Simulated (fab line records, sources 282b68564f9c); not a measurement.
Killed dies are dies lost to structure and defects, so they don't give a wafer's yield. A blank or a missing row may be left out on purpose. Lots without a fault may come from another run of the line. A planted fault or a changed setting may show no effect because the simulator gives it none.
Which tool did it? | flow rit_cmos | 13 lots, 39 wafers sampled, at 3 steps of a route of 202

WHAT THE GAUGES READ, wafer by wafer
RIT_NLDD_TW_MEAS_10. Usual: NLDD_TW 2491, standard deviation 21.
lot  | measured    | on            | NLDD_TW        | flag
L117 | day 2 18:05 | film_metro-01 | 2509 2500 2506 |
L118 | day 2 23:43 | film_metro-03 | 2498 2492 2504 |
L119 | day 3 03:41 | film_metro-01 | 2502 2496 2492 |
L120 | day 3 09:37 | film_metro-03 | 2504 2509 2498 |
L121 | day 3 13:31 | film_metro-04 | 2468 2469 2470 |
L122 | day 3 18:25 | film_metro-04 | 2478 2496 2487 |
L123 | day 4 00:08 | film_metro-04 | 2484 2485 2479 |
L124 | day 4 04:36 | film_metro-04 | 2475 2472 2477 |
L125 | day 4 10:40 | film_metro-01 | 2502 2491 2493 |
L126 | day 4 14:38 | film_metro-01 | 1330 1328 1337 | OFF
L127 | day 4 19:46 | film_metro-01 | 1321 1324 1326 | OFF
L128 | day 5 00:05 | film_metro-01 | 1334 1329 1323 | OFF
L129 | day 5 07:17 | film_metro-03 | 1335 1341 1334 | OFF

RIT_SDANNEAL_RS_MEAS_07: measures by four-point-probe. Usual: NLDD_RS 151.6 ohm/sq, standard deviation 0.47.
lot  | measured    | on            | NLDD_RS (ohm/sq)  | flag
L117 | day 3 01:49 | film_metro-04 | 150.9 151.6 151.4 |
L118 | day 3 07:41 | film_metro-04 | 152.0 151.7 151.7 |
L119 | day 3 11:34 | film_metro-01 | 151.3 151.4 151.7 |
L120 | day 3 17:22 | film_metro-01 | 151.8 152.4 151.6 |
L121 | day 3 21:22 | film_metro-04 | 151.5 152.1 152.3 |
L122 | day 4 02:31 | film_metro-04 | 151.7 150.8 151.3 |
L123 | day 4 08:03 | film_metro-04 | 150.7 151.2 151.3 |
L124 | day 4 12:35 | film_metro-04 | 150.7 151.3 151.2 |
L125 | day 4 18:24 | film_metro-03 | 151.7 151.8 152.3 |
L126 | day 4 22:29 | film_metro-01 | 81.6 81.6 81.3    | OFF
L127 | day 5 03:50 | film_metro-04 | 81.7 81.9 81.7    | OFF
L128 | day 5 08:23 | film_metro-04 | 81.6 81.6 81.7    | OFF
L129 | day 5 15:10 | film_metro-03 | 81.5 81.7 81.7    | OFF

WHICH TOOL RAN EACH LOT (tool, then ch and the chambers of the sampled wafers, then the start)
lot  | RIT_NLDD_IMPLANT_08
L117 | implanter-03 ch 0, day 2 17:46
L118 | implanter-01 ch 0, day 2 23:23
L119 | implanter-02 ch 0, day 3 03:22
L120 | implanter-01 ch 0, day 3 09:17
L121 | implanter-02 ch 0, day 3 13:11
L122 | implanter-01 ch 0, day 3 18:07
L123 | implanter-01 ch 0, day 3 23:50
L124 | implanter-01 ch 0, day 4 04:17
L125 | implanter-01 ch 0, day 4 10:20
L126 | implanter-02 ch 0, day 4 14:20
L127 | implanter-02 ch 0, day 4 19:26
L128 | implanter-02 ch 0, day 4 23:46
L129 | implanter-03 ch 0, day 5 07:01
- RIT_NLDD_IMPLANT_08

WHAT THE TOOLS THEMSELVES READ (means of the sampled wafers that have a number; where no wafer has one, the mark that the record gives instead)
RIT_NLDD_IMPLANT_08. Usual: tilt_deg 6.999 degrees, standard deviation 0.02.
lot  | tool         | tilt_deg (degrees) | flag
L117 | implanter-03 | 6.978              |
L118 | implanter-01 | 7.004              |
L119 | implanter-02 | 7.017              |
L120 | implanter-01 | 7.020              |
L121 | implanter-02 | 6.981              |
L122 | implanter-01 | 7.021              |
L123 | implanter-01 | 6.977              |
L124 | implanter-01 | 7.002              |
L125 | implanter-01 | 6.982              |
L126 | implanter-02 | 6.997              |
L127 | implanter-02 | 6.961              |
L128 | implanter-02 | 6.995              |
L129 | implanter-03 | 6.984              |

THE ANSWER, worked out from the rows above alone
Rule: a lot is off if the mean of its wafers that have a number lies more than 3 standard deviations from the usual mean. A lot without any number at a reading at which 4 lots or more have one is off too. The other lots that the step has rows for count as sound. The gauges are gone through in route order, then the tools' own readings, and for those a lot's mean is taken as printed above. The first step at which some lot is off is used, and at that step the reading that is off furthest; a lot without a number counts as furthest.
Off: L126, L127, L128, L129, at RIT_NLDD_TW_MEAS_10 (NLDD_TW).
A tool fits if, at a process step before that reading, it ran every lot that is off, and no sound lot after the first of them. The gauges at RIT_NLDD_TW_MEAS_10 are tried like those tools. None of those tried fits.

WHAT THE SIMULATOR HAD PUT IN
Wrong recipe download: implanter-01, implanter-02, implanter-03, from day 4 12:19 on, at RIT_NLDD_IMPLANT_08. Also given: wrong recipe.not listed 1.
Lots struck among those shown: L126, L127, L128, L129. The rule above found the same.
